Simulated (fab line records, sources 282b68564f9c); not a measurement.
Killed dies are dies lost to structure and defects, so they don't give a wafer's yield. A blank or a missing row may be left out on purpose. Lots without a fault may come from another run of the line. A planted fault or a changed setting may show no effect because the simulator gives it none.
fab line records | flow rit_cmos
record lots=5 wafers=23
route steps=202 shown ACTIVE@4 NWELL@29 PWELL@41 GATE@81
start_h: hours from the record's first day to the start of the lot's first wafer shown | wait_h: hours since the lot's step before | " the same as in the row above | L1.1+2: a row that stands for several wafers | - no value, or no start given | * or withheld: withheld | < > ~ a bound
route shown NAME@n: a module of which the file shows steps, and the number in the route of the first | usual: mean/standard deviation of fault-free wafers | same: alike in all rows | chamber/n: place in a boat | sites: the reading at each site | _std_site: their standard deviation | _edge_site: outer sites' mean less inner sites' | radius_mm: how far each site lies from the wafer's centre | mask NAME#n: copy n | behind: the tool/chamber that last shaped the wafer | hold: why the lot was held/for how many hours/how that ended | device: the transistor (n, p or np) that didn't switch | end of line: the same wafers' tests at the end of the route | a step without rows: its recipe alone | killed: dies lost to structure and defects at the first sort, not the wafer's yield | map: a wafer's dies, x killed, . not, _ none there
set.NAME: the setting as run; set.NAME@STEP: as run at that earlier step | model.NAME: the simulator's own value behind a step, which no gauge read
lots whose settings were changed on purpose; a table a step, a row a wafer
## steps
# step RIT_ACTIVE_CVD_03
# recipe material=Si3N4 target_thk_nm=150 temp_c=810 precursor=SiH2Cl2/NH3 time_s=1500 pressure_mtorr=300 sih2cl2_flow_sccm=60 nh3_flow_sccm=150
# columns lot.wafer tool chamber start_h wait_h set.temp_c model.Si3N4_of_ACTIVE_CVD_03.thk_nm
L075.1 - - - 0.1 792.7 110.4
L075.2 " - " " 792.7 110.3
L075.4 " - " " 792.7 112.4
L075.5 " - " " 792.7 111.8
L075.6 " - " " 792.7 111.5
L076.2 - - - 0.0 810 152.4
L076.3 " - " " 810 150.6
L076.4 " - " " 810 150.7
L076.5 " - " " 810 153.4
L076.6 " - " " 810 151.3
L077.1 - - - 0.1 786.7 97.99
L077.2 " - " " 786.7 97.2
L077.3 " - " " 786.7 96.65
L077.4 " - " " 786.7 97.57
L077.5 " - " " 786.7 98.02
L079.2 lpcvd-02 1 37.11 0.0 810 151.6
L079.4 " 1 " " 810 150.7
L079.5 " 1 " " 810 150.3
L083.1 - - - 0.1 802.5 133.3
L083.2 " - " " 802.5 134
L083.3 " - " " 802.5 133
L083.4 " - " " 802.5 133.7
L083.6 " - " " 802.5 134.1
# step RIT_ACTIVE_THK_MEAS_04
# recipe reads=Si3N4_of_ACTIVE_CVD_03
# usual ACTIVE_NITRIDE_THK=150.2/1.4
# columns lot.wafer tool chamber start_h wait_h set.temp_c@ACTIVE_CVD_03 ACTIVE_NITRIDE_THK[nm]
L075.1 film_metro-02 - - - 792.7 110.5
L075.2 " - " " 792.7 110.2
L075.4 " - " " 792.7 112.4
L075.5 " - " " 792.7 111.7
L075.6 " - " " 792.7 111.5
L076.2 film_metro-01 - - - 810 152.4
L076.3 " - " " 810 150.6
L076.4 " - " " 810 150.7
L076.5 " - " " 810 153.5
L076.6 " - " " 810 151.4
L077.1 film_metro-01 - - - 786.7 97.9
L077.2 " - " " 786.7 97.2
L077.3 " - " " 786.7 96.7
L077.4 " - " " 786.7 97.5
L077.5 " - " " 786.7 98.1
L079.2 film_metro-03 - 38.54 0.0 810 151.7
L079.4 " - " " 810 150.8
L079.5 " - " " 810 150.3
L083.1 film_metro-02 - - - 802.5 133.3
L083.2 " - " " 802.5 133.9
L083.3 " - " " 802.5 133.0
L083.4 " - " " 802.5 133.7
L083.6 " - " " 802.5 134.1
# step RIT_ACTIVE_COAT_06
# recipe resist=NOVOLAK spin_rpm=3250 resist_thk_nm=1000
# columns lot.wafer tool chamber start_h wait_h set.resist_thk_nm model.NOVOLAK_of_ACTIVE_COAT_06.thk_nm
L075.1 litho_track-04 0 19.67 0.1 1036 1032
L075.2 " 0 " " 1000 999.1
L075.4 " 0 " " 1000 996.9
L075.5 " 0 " " 1036 1030
L075.6 " 0 " " 1036 1034
L076.2+5 litho_track-04 0 23.77 0.1 1000 996.9
L076.3 " 0 " " 1000 997.4
L076.4 " 0 " " 1000 995.8
L076.6 " 0 " " 1000 1000
L077.1 litho_track-04 0 28.74 0.1 1019 1019
L077.2 " 0 " " 1000 1001
L077.3 " 0 " " 1019 1020
L077.4 " 0 " " 1019 1018
L077.5 " 0 " " 1000 1000
L079.2 litho_track-02 0 38.77 0.1 1000 997.9
L079.4 " 0 " " 1000 994.4
L079.5 " 0 " " 1000 998.7
L083.1 litho_track-04 0 59.35 0.1 1000 998.4
L083.2 " 0 " " 1000 999.1
L083.3 " 0 " " 1000 998
L083.4 " 0 " " 1000 997.9
L083.6 " 0 " " 1000 998.3
# step RIT_ACTIVE_SOFTBAKE_07
# recipe resist=NOVOLAK temp_c=90 time_s=60
# columns lot.wafer tool chamber start_h wait_h set.temp_c
L075.1+4 litho_track-04 0 19.82 0.1 90
L075.2+5+6 " 0 " " 88.97
L076.2+3+4+5+6 litho_track-04 0 23.91 0.1 90
L077.1+2+3+4+5 litho_track-04 0 28.89 0.1 90
L079.2+4+5 litho_track-02 0 38.91 0.1 90
L083.1+2+4 litho_track-04 0 59.50 0.1 90
L083.3+6 " 0 " " 86.53
# step RIT_ACTIVE_EXPOSE_08
# recipe mask_id=M1 na=0.6 source_shape=conventional sigma_outer=0.6 target_cd_nm=1400 dose_mj=225
# step RIT_ACTIVE_PEB_09
# recipe resist=NOVOLAK temp_c=withheld time_s=withheld
# step RIT_ACTIVE_DEVELOP_10
# recipe resist=NOVOLAK develop_time_s=50 dev_temp_c=23
# columns lot.wafer tool chamber start_h wait_h set.resist_thk_nm@ACTIVE_COAT_06 model.NOVOLAK_of_ACTIVE_COAT_06.thk_nm
L075.1 litho_track-02 0 - - 1036 1032
L075.2 " 0 " " 1000 1002
L075.4 " 0 " " 1000 996.5
L075.5 " 0 " " 1036 1033
L075.6 " 0 " " 1036 1036
L076.2 litho_track-04 0 - - 1000 996.5
L076.3 " 0 " " 1000 997.1
L076.4 " 0 " " 1000 995.4
L076.5 " 0 " " 1000 996.6
L076.6 " 0 " " 1000 999.7
L077.1+3 litho_track-01 0 - - 1019 1019
L077.2 " 0 " " 1000 1001
L077.4 " 0 " " 1019 1018
L077.5 " 0 " " 1000 999.8
L079.2 litho_track-04 0 - - 1000 997.5
L079.4 " 0 " " 1000 994.1
L079.5 " 0 " " 1000 998.4
L083.1 litho_track-01 0 - - 1000 998.1
L083.2 " 0 " " 1000 998.8
L083.3+6 " 0 " " 1000 1007
L083.4 " 0 " " 1000 997.6
# step RIT_ACTIVE_HARDBAKE_12
# recipe resist=NOVOLAK temp_c=138.9 time_s=60
# columns lot.wafer tool chamber start_h wait_h set.resist_thk_nm@ACTIVE_COAT_06 model.NOVOLAK_of_ACTIVE_COAT_06.thk_nm
L075.1 litho_track-02 0 20.49 0.1 1036 913.5
L075.2 " 0 " " 1000 884.6
L075.4 " 0 " " 1000 882.6
L075.5 " 0 " " 1036 912
L075.6 " 0 " " 1036 915.2
L076.2 litho_track-02 0 24.58 0.1 1000 882.6
L076.3 " 0 " " 1000 883.2
L076.4 " 0 " " 1000 881.7
L076.5 " 0 " " 1000 882.7
L076.6 " 0 " " 1000 885.5
L077.1 litho_track-02 0 29.56 0.1 1019 902.1
L077.2 " 0 " " 1000 886.3
L077.3 " 0 " " 1019 902.7
L077.4 " 0 " " 1019 901.2
L077.5 " 0 " " 1000 885.5
L079.2 litho_track-04 0 39.58 0.1 1000 883.5
L079.4 " 0 " " 1000 880.5
L079.5 " 0 " " 1000 884.3
L083.1 litho_track-02 0 60.17 0.1 1000 884.1
L083.2 " 0 " " 1000 884.7
L083.3 " 0 " " 1000 883.7
L083.4 " 0 " " 1000 883.6
L083.6 " 0 " " 1000 883.9
# step RIT_ACTIVE_ETCH_13
# recipe stop_on=SiO2 chemistry=SF6 target=Si3N4 time_s=210 over_etch_frac=0.4 SF6_flow_sccm=200 pressure_mtorr=260 rf_w=125 target_depth_a=2100
# usual oes_product_au=0.821/0.01
# columns lot.wafer tool chamber start_h wait_h set.time_s set.temp_c@ACTIVE_CVD_03 set.resist_thk_nm@ACTIVE_COAT_06 oes_product_au model.etch.depth_nm model.ACTIVE.feature_depth_nm model.NOVOLAK_of_ACTIVE_COAT_06.thk_nm
L075.1 rie_diel-01 3 20.64 0.1 224.1 792.7 1036 0.701 110.4 114.6 670.9
L075.2 " 2 " " 224.1 792.7 1000 0.692 110.3 115 638
L075.4 " 1 " " 210 792.7 1000 0.713 112.4 112.6 654.2
L075.5 " 3 " " 210 792.7 1036 0.712 111.8 111.8 685.3
L075.6 " 2 " " 224.1 792.7 1036 0.698 111.5 116.2 668.8
L076.2 rie_diel-02 3 24.71 0.1 210 810 1000 0.823 152.4 153.9 650.3
L076.3 " 2 " " 210 810 1000 0.821 150.6 152 654.1
L076.4 " 1 " " 222.2 810 1000 0.835 150.7 155.4 638.4
L076.5 " 1 " " 210 810 1000 0.851 153.4 154 652.2
L076.6 " 2 " " 222.2 810 1000 0.824 151.3 156.8 642.1
L077.1 rie_diel-04 3 29.71 0.1 197.6 786.7 1019 0.693 97.99 97.99 689.8
L077.2 " 2 " " 210 786.7 1000 0.652 97.2 97.2 660.5
L077.3 " 1 " " 210 786.7 1019 0.662 96.65 96.75 674.2
L077.4 " 1 " " 210 786.7 1019 0.659 97.57 97.67 673.4
L077.5 " 3 " " 197.6 786.7 1000 0.685 98.02 98.02 675
L079.2 rie_diel-02 3 39.71 0.1 210 810 1000 0.821 151.6 153 649.7
L079.4 " 2 " " 210 810 1000 0.825 150.7 152.1 647.5
L079.5 " 0 " " 210 810 1000 0.805 150.3 150.3 659.9
L083.1 rie_diel-02 3 60.32 0.1 185.4 802.5 1000 0.816 133.3 133.3 680.1
L083.2 " 1 " " 210 802.5 1000 0.788 134 134.6 654.2
L083.3 " 0 " " 185.4 802.5 1000 0.815 133 133 685.1
L083.4 " 2 " " 210 802.5 1000 0.779 133.7 135 652.2
L083.6 " 3 " " 210 802.5 1000 0.778 134.1 135.5 651.1
# step RIT_NWELL_COAT_01
# recipe resist=NOVOLAK spin_rpm=2000 resist_thk_nm=1300
# columns lot.wafer tool chamber start_h wait_h set.resist_thk_nm model.NOVOLAK_of_NWELL_COAT_01.thk_nm
L075.1 litho_track-01 0 25.42 0.1 1266 1271
L075.2 " 0 " " 1266 1269
L075.4 " 0 " " 1300 1304
L075.5 " 0 " " 1266 1267
L075.6 " 0 " " 1300 1302
L076.2+4+6 litho_track-04 0 29.54 0.1 1300 1296
L076.3 " 0 " " 1300 1295
L076.5 " 0 " " 1300 1298
L077.1 litho_track-03 0 34.48 0.1 1266 1264
L077.2 " 0 " " 1300 1301
L077.3 " 0 " " 1300 1300
L077.4 " 0 " " 1266 1265
L077.5 " 0 " " 1266 1267
L079.2 litho_track-04 0 44.45 0.1 1300 1294
L079.4 " 0 " " 1300 1296
L079.5 " 0 " " 1300 1298
L083.1 litho_track-04 0 65.11 0.1 1300 1299
L083.2 " 0 " " 1300 1303
L083.3+6 " 0 " " 1300 1297
L083.4 " 0 " " 1300 1300
# step RIT_NWELL_SOFTBAKE_02
# recipe resist=NOVOLAK temp_c=90 time_s=60
# step RIT_NWELL_EXPOSE_03
# recipe mask_id=M2 na=0.57 target_cd_nm=43900 dose_mj=250
# step RIT_NWELL_DEVELOP_05
# recipe resist=NOVOLAK develop_time_s=68 dev_temp_c=23
# step RIT_NWELL_HARDBAKE_07
# recipe resist=NOVOLAK temp_c=140 time_s=120
# columns lot.wafer tool chamber start_h wait_h set.resist_thk_nm@NWELL_COAT_01 model.NOVOLAK_of_NWELL_COAT_01.thk_nm
L075.1 litho_track-01 0 26.18 0.0 1266 1112
L075.2 " 0 " " 1266 1110
L075.4 " 0 " " 1300 1140
L075.5 " 0 " " 1266 1109
L075.6 " 0 " " 1300 1139
L076.2+3+4 litho_track-03 0 30.45 0.1 1300 1133
L076.5 " 0 " " 1300 1135
L076.6 " 0 " " 1300 1134
L077.1 litho_track-04 0 35.25 0.0 1266 1106
L077.2 " 0 " " 1300 1138
L077.3 " 0 " " 1300 1137
L077.4 " 0 " " 1266 1107
L077.5 " 0 " " 1266 1109
L079.2 litho_track-03 0 45.23 0.1 1300 1132
L079.4 " 0 " " 1300 1133
L079.5 " 0 " " 1300 1135
L083.1 litho_track-01 0 66.02 0.0 1300 1136
L083.2 " 0 " " 1300 1140
L083.3 " 0 " " 1300 1134
L083.4 " 0 " " 1300 1137
L083.6 " 0 " " 1300 1135
# step RIT_PWELL_SOFTBAKE_02
# recipe resist=NOVOLAK temp_c=90 time_s=60
# columns lot.wafer tool chamber start_h wait_h set.temp_c
L075.1+4+5 litho_track-03 0 27.12 0.1 87.49
L075.2+6 " 0 " " 90
L076.2+4+5 litho_track-03 0 31.37 0.1 90
L076.3+6 " 0 " " 88.97
L077.1+3+5 litho_track-04 0 36.18 0.1 90
L077.2+4 " 0 " " 86.46
L079.2+4+5 litho_track-03 0 46.15 0.1 90
L083.1+4 litho_track-02 0 66.95 0.1 92.66
L083.2+3+6 " 0 " " 90
# step RIT_PWELL_EXPOSE_03
# recipe mask_id=M3 na=0.57 target_cd_nm=43700 dose_mj=250
# step RIT_PWELL_PEB_04
# recipe resist=NOVOLAK temp_c=withheld time_s=withheld
# step RIT_PWELL_DEVELOP_05
# recipe resist=NOVOLAK develop_time_s=68 dev_temp_c=21.97
# columns lot.wafer tool chamber start_h wait_h set.temp_c@PWELL_SOFTBAKE_02 model.NOVOLAK_of_PWELL_COAT_01.thk_nm
L075.1 litho_track-04 0 - - 87.49 1310
L075.2 " 0 " " 90 1303
L075.4 " 0 " " 87.49 1317
L075.5 " 0 " " 87.49 1313
L075.6 " 0 " " 90 1306
L076.2+5 litho_track-03 0 - - 90 1301
L076.3+6 " 0 " " 88.97 1305
L076.4 " 0 " " 90 1298
L077.1+3 litho_track-02 0 - - 90 1296
L077.2+4 " 0 " " 86.46 1309
L077.5 " 0 " " 90 1294
L079.2 litho_track-03 0 - - 90 1305
L079.4 " 0 " " 90 1302
L079.5 " 0 " " 90 1301
L083.1 litho_track-02 0 - - 92.66 1290
L083.2+6 " 0 " " 90 1299
L083.3 " 0 " " 90 1297
L083.4 " 0 " " 92.66 1288
# step RIT_GATE_OXIDATION_05
# recipe temp_c=900 ambient=O2 target_thk_a=30 ox_time_s=270
# columns lot.wafer tool chamber start_h wait_h set.ox_time_s model.SiO2_of_GATE_OXIDATION_05.thk_nm
L075.1 - - - 0.1 270 3.008
L075.2 " - " " 270 3.013
L075.4 " - " " 270 2.983
L075.5 " - " " 270 2.974
L075.6 " - " " 270 3.001
L076.2 - - - 0.0 270 2.966
L076.3 " - " " 270 2.958
L076.4 " - " " 270 2.951
L076.5 " - " " 270 3.031
L076.6 " - " " 270 2.992
L077.1 - - - 0.1 306.7 3.326
L077.2 " - " " 306.7 3.276
L077.3 " - " " 306.7 3.284
L077.4 " - " " 306.7 3.313
L077.5 " - " " 306.7 3.315
L079.2 furnace-02 0 57.66 0.7 270 2.945
L079.4 " 0 " " 270 2.95
L079.5 " 0 " " 270 2.948
L083.1 - - - 0.1 294.2 3.155
L083.2 " - " " 294.2 3.162
L083.3 " - " " 294.2 3.201
L083.4 " - " " 294.2 3.167
L083.6 " - " " 294.2 3.159
# step RIT_GATE_ANNEAL_06
# recipe temp_c=900 time_s=600 ambient=N2O
# step RIT_GATE_THK_MEAS_07
# recipe reads=SiO2_of_GATE_OXIDATION_05
# usual GATE_OXIDE_THK=2.97/0.057
# columns lot.wafer tool chamber start_h wait_h set.ox_time_s@GATE_OXIDATION_05 GATE_OXIDE_THK[nm]
L075.1 film_metro-04 - 39.03 0.0 270 3.03
L075.2 " - " " 270 3.06
L075.4 " - " " 270 2.96
L075.5 " - " " 270 2.94
L075.6 " - " " 270 3.03
L076.2 film_metro-04 - 43.58 0.0 270 2.97
L076.3 " - " " 270 2.92
L076.4 " - " " 270 2.92
L076.5 " - " " 270 2.97
L076.6 " - " " 270 2.96
L077.1 film_metro-03 - 50.93 0.0 306.7 3.31
L077.2 " - " " 306.7 3.28
L077.3 " - " " 306.7 3.30
L077.4 " - " " 306.7 3.29
L077.5 " - " " 306.7 3.31
L079.2 film_metro-04 - 59.00 0.0 270 2.94
L079.4 " - " " 270 3.00
L079.5 " - " " 270 2.96
L083.1 film_metro-02 - 78.68 0.0 294.2 3.12
L083.2 " - " " 294.2 3.17
L083.3 " - " " 294.2 3.20
L083.4 " - " " 294.2 3.16
L083.6 " - " " 294.2 3.11
# step RIT_GATE_DEVELOP_15
# recipe resist=NOVOLAK develop_time_s=50 dev_temp_c=23
# columns lot.wafer tool chamber start_h wait_h set.develop_time_s
L075.1+2+6 litho_track-01 0 - - 57.24
L075.4+5 " 0 " " 50
L076.2+3+4+5+6 litho_track-01 0 - - 50
L077.1+3 litho_track-04 0 - - 50
L077.2+4+5 " 0 " " 56.32
L079.2+4+5 litho_track-04 0 - - 50
L083.1+4+6 litho_track-01 0 - - 48.12
L083.2+3 " 0 " " 50
# step RIT_GATE_CD_MEAS_16
# recipe target_cd_nm=150
# usual cd_nm=148.8/2.8
# columns lot.wafer tool chamber start_h wait_h set.develop_time_s@GATE_DEVELOP_15 cd_nm
L075.1 cd_sem-01 - 41.62 - 57.24 124.6
L075.2 " - " " 57.24 124.9
L075.4 " - " " 50 150.2
L075.5 " - " " 50 148.8
L075.6 " - " " 57.24 125.4
L076.2 cd_sem-02 - 46.30 - 50 146.7
L076.3 " - " " 50 148.7
L076.4 " - " " 50 146.9
L076.5 " - " " 50 148.2
L076.6 " - " " 50 146.4
L077.1 cd_sem-02 - 53.64 - 50 149.2
L077.2 " - " " 56.32 129.3
L077.3 " - " " 50 151.3
L077.4 " - " " 56.32 130.3
L077.5 " - " " 56.32 130.3
L079.2 cd_sem-02 - 61.60 - 50 147.4
L079.4 " - " " 50 147.0
L079.5 " - " " 50 148.6
L083.1 cd_sem-01 - 81.27 - 48.12 156.5
L083.2 " - " " 50 152.8
L083.3 " - " " 50 151.7
L083.4 " - " " 48.12 159.8
L083.6 " - " " 48.12 158.9
# step RIT_GATE_ETCH_19
# recipe chemistry=SF6/CHF3/O2 time_s=165 SF6_flow_sccm=30 CHF3_flow_sccm=30 O2_flow_sccm=5 target=poly-Si pressure_mtorr=40 rf_w=160 target_depth_a=3125 over_etch_frac=0.25 stop_on=SiO2
# columns lot.wafer tool chamber start_h wait_h set.over_etch_frac set.develop_time_s@GATE_DEVELOP_15 model.GATE.cd_nm
L075.1 rie_si-02 1 41.92 0.1 0.2009 57.24 124.4
L075.2 " 3 " " 0.2009 57.24 125.3
L075.4 " 2 " " 0.25 50 150.2
L075.5 " 3 " " 0.25 50 148.8
L075.6 " 0 " " 0.25 57.24 125.6
L076.2+6 rie_si-01 0,2 46.59 0.1 0.2952 50 146.6
L076.3 " 2 " " 0.25 50 149.2
L076.4 " 0 " " 0.25 50 146.8
L076.5 " 3 " " 0.25 50 148.2
L077.1 rie_si-02 1 53.95 0.1 0.25 50 149.4
L077.2 " 0 " " 0.25 56.32 129.5
L077.3 " 2 " " 0.25 50 151.7
L077.4 " 3 " " 0.25 56.32 130.2
L077.5 " 0 " " 0.25 56.32 130.6
L079.2 rie_si-01 0 61.88 0.1 0.25 50 147.3
L079.4 " 2 " " 0.25 50 146.8
L079.5 " 3 " " 0.25 50 148.3
L083.1 rie_si-01 1 81.58 0.1 0.2757 48.12 156.4
L083.2 " 0 " " 0.25 50 152.9
L083.3 " 2 " " 0.2757 50 152
L083.4 " 3 " " 0.2757 48.12 159.4
L083.6 " 3 " " 0.25 48.12 159.1
# step RIT_GATE_STRIP_20
# recipe chemistry=O2 time_s=180 resist=NOVOLAK platen_temp_c=withheld power_w=500 pressure_mtorr=4000 o2_flow_sccm=4000
# step RIT_GATE_CD_MEAS_90
# recipe target_cd_nm=150
# usual cd_nm=148.8/2.8
# columns lot.wafer tool chamber start_h wait_h set.develop_time_s@GATE_DEVELOP_15 cd_nm
L075.1 cd_sem-01 - 42.21 0.1 57.24 124.7
L075.2 " - " " 57.24 125.2
L075.4 " - " " 50 149.9
L075.5 " - " " 50 149.0
L075.6 " - " " 57.24 125.5
L076.2 cd_sem-02 - 46.89 0.1 50 146.4
L076.3 " - " " 50 149.3
L076.4 " - " " 50 146.7
L076.5 " - " " 50 148.1
L076.6 " - " " 50 146.7
L077.1 cd_sem-01 - 54.23 0.1 50 149.5
L077.2 " - " " 56.32 129.2
L077.3 " - " " 50 151.6
L077.4 " - " " 56.32 130.2
L077.5 " - " " 56.32 130.7
L079.2 cd_sem-02 - 62.19 0.1 50 147.0
L079.4 " - " " 50 147.1
L079.5 " - " " 50 148.2
L083.1 cd_sem-01 - 81.86 0.1 48.12 156.5
L083.2 " - " " 50 152.6
L083.3 " - " " 50 152.0
L083.4 " - " " 48.12 159.6
L083.6 " - " " 48.12 159.0
## key
split step=RIT_ACTIVE_CVD_03 setting=temp_c stated=810 by=lot
response step=RIT_ACTIVE_CVD_03 reading=model.Si3N4_of_ACTIVE_CVD_03.thk_nm change=+18.7 per=1% r=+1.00
response step=RIT_ACTIVE_THK_MEAS_04 reading=ACTIVE_NITRIDE_THK change=+18.7 per=1% r=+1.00
response step=RIT_ACTIVE_ETCH_13 reading=oes_product_au change=+0.0562 per=1% r=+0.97
response step=RIT_ACTIVE_ETCH_13 reading=model.etch.depth_nm change=+18.7 per=1% r=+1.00
response step=RIT_ACTIVE_ETCH_13 reading=model.ACTIVE.feature_depth_nm change=+19.1 per=1% r=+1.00
split step=RIT_ACTIVE_COAT_06 setting=resist_thk_nm stated=1000 by=wafer
response step=RIT_ACTIVE_COAT_06 reading=model.NOVOLAK_of_ACTIVE_COAT_06.thk_nm change=+9.5 per=1% r=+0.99
response step=RIT_ACTIVE_DEVELOP_10 reading=model.NOVOLAK_of_ACTIVE_COAT_06.thk_nm change=+9.62 per=1% r=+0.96
response step=RIT_ACTIVE_HARDBAKE_12 reading=model.NOVOLAK_of_ACTIVE_COAT_06.thk_nm change=+8.35 per=1% r=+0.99
response step=RIT_ACTIVE_ETCH_13 reading=model.NOVOLAK_of_ACTIVE_COAT_06.thk_nm slope=+8.46 per=1% together_with=time_s@ACTIVE_ETCH_13 explained=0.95
split step=RIT_ACTIVE_SOFTBAKE_07 setting=temp_c stated=90 by=wafer
response none clear
split step=RIT_ACTIVE_ETCH_13 setting=time_s stated=210 by=wafer
response step=RIT_ACTIVE_ETCH_13 reading=model.NOVOLAK_of_ACTIVE_COAT_06.thk_nm slope=-2.47 per=1% together_with=resist_thk_nm@ACTIVE_COAT_06 explained=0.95
split step=RIT_NWELL_COAT_01 setting=resist_thk_nm stated=1300 by=wafer
response step=RIT_NWELL_COAT_01 reading=model.NOVOLAK_of_NWELL_COAT_01.thk_nm change=+13.2 per=1% r=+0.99
response step=RIT_NWELL_HARDBAKE_07 reading=model.NOVOLAK_of_NWELL_COAT_01.thk_nm change=+11.4 per=1% r=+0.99
split step=RIT_PWELL_SOFTBAKE_02 setting=temp_c stated=90 by=wafer
response step=RIT_PWELL_DEVELOP_05 reading=model.NOVOLAK_of_PWELL_COAT_01.thk_nm change=-3.34 per=1% r=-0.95
split step=RIT_GATE_OXIDATION_05 setting=ox_time_s stated=270 by=lot
response step=RIT_GATE_OXIDATION_05 reading=model.SiO2_of_GATE_OXIDATION_05.thk_nm change=+0.0232 per=1% r=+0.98
response step=RIT_GATE_THK_MEAS_07 reading=GATE_OXIDE_THK change=+0.0229 per=1% r=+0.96
split step=RIT_GATE_DEVELOP_15 setting=develop_time_s stated=50 by=wafer
response step=RIT_GATE_CD_MEAS_16 reading=cd_nm change=-1.66 per=1% r=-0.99
response step=RIT_GATE_ETCH_19 reading=model.GATE.cd_nm change=-1.65 per=1% r=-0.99
response step=RIT_GATE_CD_MEAS_90 reading=cd_nm change=-1.65 per=1% r=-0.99
split step=RIT_GATE_ETCH_19 setting=over_etch_frac stated=0.25 by=wafer
response none clear
